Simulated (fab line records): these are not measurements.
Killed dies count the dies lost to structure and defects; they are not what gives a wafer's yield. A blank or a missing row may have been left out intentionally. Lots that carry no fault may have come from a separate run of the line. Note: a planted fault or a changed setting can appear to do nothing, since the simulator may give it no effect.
The same fault as seen by 2 desks -- flow berkeley-cmos170 -- only its own numbers are on each desk; what lay behind them is given at the end

## AT THE TOOL OWNER'S DESK: lpcvd-02
The tool's own readings at UCB170_CONTACT_CVD_01 (deposits PSG from SiH4/O2/PH3, target thk 700 nm, time 2820 s): means of the sampled wafers that have a number, for each lot that ran on this tool. If a lot's mean is further than 4 standard deviations from the usual mean, the lot is out of limits and carries the mark OUT (the distance appears in the brackets).
Columns: A = ph3-flow-sccm at UCB170_CONTACT_CVD_01, usual 24.99 sccm; B = pressure-mtorr at UCB170_CONTACT_CVD_01, usual 300.0 mTorr; C = spike-tc-load-C at UCB170_CONTACT_CVD_01, usual 470 C
lot,first seen here,A,B,C
L288,day 6 12:18,25.07,299.5,474
L292,day 7 06:08,24.93,300.0,475
L293,day 7 14:18,19.96 (-60) OUT,300.7,475
L295,day 7 16:05,19.97 (-60) OUT,299.5,474
L309,day 10 23:31,25.05,300.2,468
L310,day 11 10:28,25.00,299.6,475
Finding of this desk: L293, L295 out of limits; the first was L293 at day 7 14:18, on ph3-flow-sccm at UCB170_CONTACT_CVD_01. Within limits: L288, L292, L309, L310.

## FROM THE METROLOGY DESK
Lot by lot, what the gauges showed, no matter which tool ran the lot: averages of those sampled wafers that carry a number. If a lot's mean is further than 4 standard deviations from the usual mean, the lot is out of limits and carries the mark OUT (the distance appears in the brackets).
Columns: A = CONTACT_PSG_THK at UCB170_CONTACT_THK_MEAS_02, usual 698 nm
lot,first seen here,A
L288,day 6 14:05,700
L289,day 6 18:31,698
L290,day 7 07:14,699
L291,day 7 07:14,705
L292,day 7 07:55,693
L293,day 7 16:06,672
L294,day 7 16:33,691
L295,day 7 17:52,686
L297,day 8 09:44,702
L304,day 10 11:09,709
L307,day 10 15:36,688
L309,day 11 01:19,698
L310,day 11 12:15,697
L311,day 12 01:46,706
This desk found nothing out of limits on any of the 14 lots.

## TAKEN TOGETHER
The tool owner's desk had the chance to raise an alarm at day 7 14:18 on L293, L295.
The metrology desk saw nothing out of limits.
The metrology desk holds a record of L293, L295, inside its limits.
Of the lots named, all ran UCB170_CONTACT_CVD_01 on lpcvd-02.

## WHAT THE SIMULATOR HAD PUT IN
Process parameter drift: lpcvd-02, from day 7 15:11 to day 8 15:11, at UCB170_CONTACT_CVD_01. From 25, the setting ph3-flow-sccm moved by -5.
Shown lots that were struck: L293, L295.
